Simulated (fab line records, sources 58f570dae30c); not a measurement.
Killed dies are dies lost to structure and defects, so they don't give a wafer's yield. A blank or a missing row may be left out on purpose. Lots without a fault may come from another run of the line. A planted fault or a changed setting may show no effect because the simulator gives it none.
Which tool did it? | flow berkeley_cmos170 | 14 lots, 42 wafers sampled, at 1 step of a route of 331

WHAT THE GAUGES READ, wafer by wafer
UCB170_PWELL_THK_MEAS_03.
lot  | measured    | on            | PWELL_OXIDE_THK (nm)
L485 | day 3 03:17 | film_metro-01 | 25.9 26.2 26.0
L487 | day 3 03:18 | film_metro-03 | 27.0 27.1 27.0
L486 | day 3 03:21 | film_metro-04 | 26.1 26.3 26.7
L488 | day 3 14:17 | film_metro-01 | 26.2 26.4 26.4
L489 | day 3 23:50 | film_metro-03 | 26.1 26.1 26.2
L492 | day 4 04:12 | film_metro-01 | 25.9 26.5 26.0
L494 | day 4 15:29 | film_metro-04 | 26.7 26.5 26.5
L493 | day 4 15:31 | film_metro-01 | 25.5 25.6 25.3
L500 | day 6 01:59 | film_metro-01 | 26.0 26.5 26.4
L504 | day 6 23:57 | film_metro-04 | 26.9 26.7 27.2
L505 | day 6 23:57 | film_metro-03 | 26.4 26.1 25.8
L506 | day 7 11:50 | film_metro-04 | 25.7 25.5 25.9
L507 | day 7 21:39 | film_metro-03 | 25.6 25.7 25.9
L508 | day 7 21:40 | film_metro-01 | 25.7 26.2 26.3

WHICH TOOL RAN EACH LOT (tool, then ch and the chambers of the sampled wafers, then the start)
The record holds no process step before these readings.

WHAT THE TOOLS THEMSELVES READ (means of the sampled wafers that have a number; where no wafer has one, the mark that the record gives instead)
The record holds no such reading with a usual standard deviation.

THE ANSWER, worked out from the rows above alone
Rule: what is usual is taken from the lots themselves. Put in order of their means at a reading, lots are off if they are a third of the lots or fewer, leave a main group of 4 or more, and stand apart from it by a gap of 3 or more times the standard deviation of the main group's means; of several such gaps the widest counts. A main group whose means are all the same, to the digits that the tables above print for the reading, isn't used. A lot without any number at a reading at which 4 lots or more have one is off too. The other lots that the step has rows for count as sound. The gauges are gone through in route order, then the tools' own readings, and for those a lot's mean is taken as printed above. The first step at which some lot is off is used, and at that step the reading that is off furthest; a lot without a number counts as furthest.
No lot is off at any reading shown: from this, nothing can be told.

WHAT THE SIMULATOR HAD PUT IN
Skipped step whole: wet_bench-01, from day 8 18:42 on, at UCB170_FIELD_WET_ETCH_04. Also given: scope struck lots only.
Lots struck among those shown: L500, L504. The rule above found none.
